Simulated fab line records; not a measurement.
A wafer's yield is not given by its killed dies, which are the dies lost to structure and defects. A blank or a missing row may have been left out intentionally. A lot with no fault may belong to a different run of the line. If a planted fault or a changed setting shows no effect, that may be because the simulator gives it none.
Which tool did it? + flow rit cmos + 7 lots with 21 wafers sampled at 2 steps, on a route of 202 steps

WHAT EACH GAUGE READ, for each wafer
RIT_PRETRO_TW_MEAS_10.
| lot  | measured    | on            | PRETRO_TW   |
|------|-------------|---------------|-------------|
| L532 | day 2 18:40 | film metro-01 | 473 473 473 |
| L535 | day 3 09:15 | film metro-01 | 471 473 471 |
| L537 | day 3 20:14 | film metro-02 | 472 474 472 |
| L542 | day 4 19:46 | film metro-02 | 411 413 411 |
| L544 | day 5 05:55 | film metro-01 | 471 473 474 |
| L547 | day 5 22:28 | film metro-03 | 464 467 467 |
| L553 | day 7 02:32 | film metro-02 | 475 472 474 |

TOOL THAT RAN EACH LOT (tool first, then ch and the chambers of the sampled wafers, then the start)
| lot  | RIT_PRETRO_IMPLANT_08          |
|------|--------------------------------|
| L532 | implanter-03 ch 0, day 2 18:23 |
| L535 | implanter-03 ch 0, day 3 08:56 |
| L537 | implanter-04 ch 0, day 3 19:55 |
| L542 | implanter-03 ch 0, day 4 19:28 |
| L544 | implanter-04 ch 0, day 5 05:36 |
| L547 | implanter-01 ch 0, day 5 22:08 |
| L553 | implanter-01 ch 0, day 7 02:15 |
- RIT_PRETRO_IMPLANT_08

THE ANSWER, worked out from the rows above alone
Rule: the usual values come from the lots themselves. The widest of any qualifying gaps counts: lots, ordered by their means at a reading, are off when they make up no more than a third of the lots, leave a main group of 4 or more, and stand apart from it by 3 or more times the standard deviation of that group's means. If all means in a main group match to the digits the tables above print for the reading, that group is not used. A lot without any number at a reading at which 4 lots or more have one is off too. Where the step has rows for the other lots, those lots are counted as sound.
Off: L542, at RIT_PRETRO_TW_MEAS_10 (PRETRO_TW). Mean 472 and standard deviation 2.6 in the main group.
A tool fits if, at a process step before that reading, it ran every lot that is off, and no sound lot after the first of them. The gauges at RIT_PRETRO_TW_MEAS_10 are tried like those tools. One fits: RIT_PRETRO_IMPLANT_08 on implanter-03. Its last sound lot is L535 (day 3 08:56), its first lot that is off L542 (day 4 19:28): a fault that began between those two fits.

WHAT THE SIMULATOR HAD INSERTED
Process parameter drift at RIT_PRETRO_IMPLANT_08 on implanter-03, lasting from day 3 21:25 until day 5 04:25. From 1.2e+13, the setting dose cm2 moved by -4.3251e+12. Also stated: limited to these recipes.
Lots struck among those shown: L542. The same result came from the rule above.
